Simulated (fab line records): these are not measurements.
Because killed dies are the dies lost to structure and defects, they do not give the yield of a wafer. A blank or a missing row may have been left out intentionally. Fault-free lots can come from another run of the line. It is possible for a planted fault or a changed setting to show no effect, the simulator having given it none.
Which tool was responsible? :: flow rit-cmos :: 42 wafers from 14 lots sampled at 2 of the route's 202 steps

== WHAT THE GAUGES READ, wafer by wafer ==
The record holds no reading of a measuring or inspecting step that can be judged against a usual standard deviation.

== TOOL THAT RAN EACH LOT (tool first, then ch and the chambers of the sampled wafers, then the start) ==
lot: L943
RIT_GATE_OXIDATION_05: furnace-03 ch 0, day 2 09:40
RIT_M1_PROBE_99: -

lot: L944
RIT_GATE_OXIDATION_05: furnace-04 ch 0, day 2 15:55
RIT_M1_PROBE_99: -

lot: L945
RIT_GATE_OXIDATION_05: furnace-02 ch 0, day 2 21:33
RIT_M1_PROBE_99: -

lot: L947
RIT_GATE_OXIDATION_05: furnace-02 ch 0, day 3 05:29
RIT_M1_PROBE_99: -

lot: L949
RIT_GATE_OXIDATION_05: furnace-02 ch 0, day 3 18:34
RIT_M1_PROBE_99: prober-01, day 4 19:39

lot: L951
RIT_GATE_OXIDATION_05: furnace-03 ch 0, day 4 01:37
RIT_M1_PROBE_99: prober-01, day 5 02:40

lot: L952
RIT_GATE_OXIDATION_05: furnace-03 ch 0, day 4 05:43
RIT_M1_PROBE_99: prober-02, day 5 07:23

lot: L953
RIT_GATE_OXIDATION_05: furnace-03 ch 0, day 4 11:53
RIT_M1_PROBE_99: prober-01, day 5 11:56

lot: L954
RIT_GATE_OXIDATION_05: furnace-04 ch 0, day 4 15:53
RIT_M1_PROBE_99: prober-02, day 5 16:38

lot: L956
RIT_GATE_OXIDATION_05: furnace-03 ch 0, day 5 02:13
RIT_M1_PROBE_99: prober-01, day 6 03:43

lot: L957
RIT_GATE_OXIDATION_05: furnace-03 ch 0, day 5 06:35
RIT_M1_PROBE_99: prober-02, day 6 08:10

lot: L958
RIT_GATE_OXIDATION_05: furnace-03 ch 0, day 5 11:03
RIT_M1_PROBE_99: prober-01, day 6 13:45

lot: L959
RIT_GATE_OXIDATION_05: furnace-03 ch 0, day 5 17:57
RIT_M1_PROBE_99: prober-02, day 6 19:44

lot: L960
RIT_GATE_OXIDATION_05: furnace-04 ch 0, day 5 21:04
RIT_M1_PROBE_99: prober-01, day 6 23:06
- RIT_GATE_OXIDATION_05: target thk 3 nm, ox time 270 s.
- RIT_M1_PROBE_99

== WHAT THE TOOLS THEMSELVES READ (means of the sampled wafers that have a number; where no wafer has one, the mark that the record gives instead) ==
RIT_GATE_OXIDATION_05. Usual: spike-tc-centre-C 902.7 C, standard deviation 1.3; spike-tc-load-C 926.9 C, standard deviation 2.2.
lot: L943
tool: furnace-03
spike-tc-centre-C (C): 903.2
spike-tc-load-C (C): 925.2
flag: 

lot: L944
tool: furnace-04
spike-tc-centre-C (C): 901.2
spike-tc-load-C (C): 926.7
flag: 

lot: L945
tool: furnace-02
spike-tc-centre-C (C): 902.3
spike-tc-load-C (C): 929.2
flag: 

lot: L947
tool: furnace-02
spike-tc-centre-C (C): 903.3
spike-tc-load-C (C): 929.5
flag: 

lot: L949
tool: furnace-02
spike-tc-centre-C (C): 903.3
spike-tc-load-C (C): 928.8
flag: 

lot: L951
tool: furnace-03
spike-tc-centre-C (C): 903.8
spike-tc-load-C (C): 923.6
flag: 

lot: L952
tool: furnace-03
spike-tc-centre-C (C): 902.7
spike-tc-load-C (C): 924.8
flag: 

lot: L953
tool: furnace-03
spike-tc-centre-C (C): 903.6
spike-tc-load-C (C): 924.6
flag: 

lot: L954
tool: furnace-04
spike-tc-centre-C (C): 901.5
spike-tc-load-C (C): 927.9
flag: 

lot: L956
tool: furnace-03
spike-tc-centre-C (C): 903.1
spike-tc-load-C (C): 924.8
flag: 

lot: L957
tool: furnace-03
spike-tc-centre-C (C): 903.0
spike-tc-load-C (C): 924.7
flag: 

lot: L958
tool: furnace-03
spike-tc-centre-C (C): 903.9
spike-tc-load-C (C): 923.9
flag: 

lot: L959
tool: furnace-03
spike-tc-centre-C (C): 903.5
spike-tc-load-C (C): 924.3
flag: 

lot: L960
tool: furnace-04
spike-tc-centre-C (C): 900.8
spike-tc-load-C (C): 927.4
flag: 

RIT_M1_PROBE_99. Usual: killed-at-contacts 0.1, standard deviation 0.25; killed-at-front-end 6.3, standard deviation 2.9; killed-dies 6.4, standard deviation 2.9; killed-on-rim 1.7, standard deviation 1.4; killed-open 3.3, standard deviation 2.1; killed-short 3.1, standard deviation 1.7.
lot: L949
tool: prober-01
killed-at-contacts: 0.0
killed-at-front-end: 5.7
killed-dies: 5.7
killed-on-rim: 1.7
killed-open: 3.7
killed-short: 2.0
flag: 

lot: L951
tool: prober-01
killed-at-contacts: 0.0
killed-at-front-end: 6.7
killed-dies: 6.7
killed-on-rim: 3.3
killed-open: 3.3
killed-short: 3.3
flag: 

lot: L952
tool: prober-02
killed-at-contacts: 0.3
killed-at-front-end: 4.3
killed-dies: 4.7
killed-on-rim: 1.0
killed-open: 2.7
killed-short: 2.0
flag: 

lot: L953
tool: prober-01
killed-at-contacts: 0.0
killed-at-front-end: 9.3
killed-dies: 9.3
killed-on-rim: 2.7
killed-open: 6.0
killed-short: 3.3
flag: 

lot: L954
tool: prober-02
killed-at-contacts: 0.0
killed-at-front-end: 7.7
killed-dies: 7.7
killed-on-rim: 0.0
killed-open: 3.3
killed-short: 4.3
flag: 

lot: L956
tool: prober-01
killed-at-contacts: 0.0
killed-at-front-end: 6.7
killed-dies: 6.7
killed-on-rim: 1.3
killed-open: 4.0
killed-short: 2.7
flag: 

lot: L957
tool: prober-02
killed-at-contacts: 0.0
killed-at-front-end: 7.0
killed-dies: 7.0
killed-on-rim: 3.0
killed-open: 3.0
killed-short: 4.0
flag: 

lot: L958
tool: prober-01
killed-at-contacts: 0.3
killed-at-front-end: 128.0
killed-dies: 128.3
killed-on-rim: 30.7
killed-open: 2.0
killed-short: 4.3
flag: OFF

lot: L959
tool: prober-02
killed-at-contacts: 0.0
killed-at-front-end: 126.0
killed-dies: 126.0
killed-on-rim: 35.0
killed-open: 3.3
killed-short: 2.0
flag: OFF

lot: L960
tool: prober-01
killed-at-contacts: 0.0
killed-at-front-end: 5.7
killed-dies: 5.7
killed-on-rim: 2.0
killed-open: 3.0
killed-short: 2.7
flag: 

== THE ANSWER, worked out from the rows above alone ==
Rule: a lot counts as off when the mean over its wafers that have a number is more than 3 standard deviations away from the usual mean. A lot without any number at a reading at which 4 lots or more have one is off too. Any other lot the step has rows for is counted as sound. The gauges are gone through in route order, then the tools' own readings, and for those a lot's mean is taken as printed above. At the first step where some lot is off, the reading lying furthest off is the one used; lots without a number count as furthest.
Off, at RIT_M1_PROBE_99 on killed-dies: L958, L959. Neither off nor sound, because the step has no rows for them: L943, L944, L945, L947.
A tool fits if, at that step or a process step before it, it ran every lot that is off, and no sound lot after the first of them. One fits: furnace-03 at RIT_GATE_OXIDATION_05. Its last sound lot is L957 (day 5 06:35), its first lot that is off L958 (day 5 11:03): a fault that began between those two fits.

== WHAT WAS PUT IN BY THE SIMULATOR ==
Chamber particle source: furnace-03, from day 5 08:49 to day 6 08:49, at RIT_GATE_OXIDATION_05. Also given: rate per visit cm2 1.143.
Struck lots among those shown: L958, L959. The same result came from the rule above.
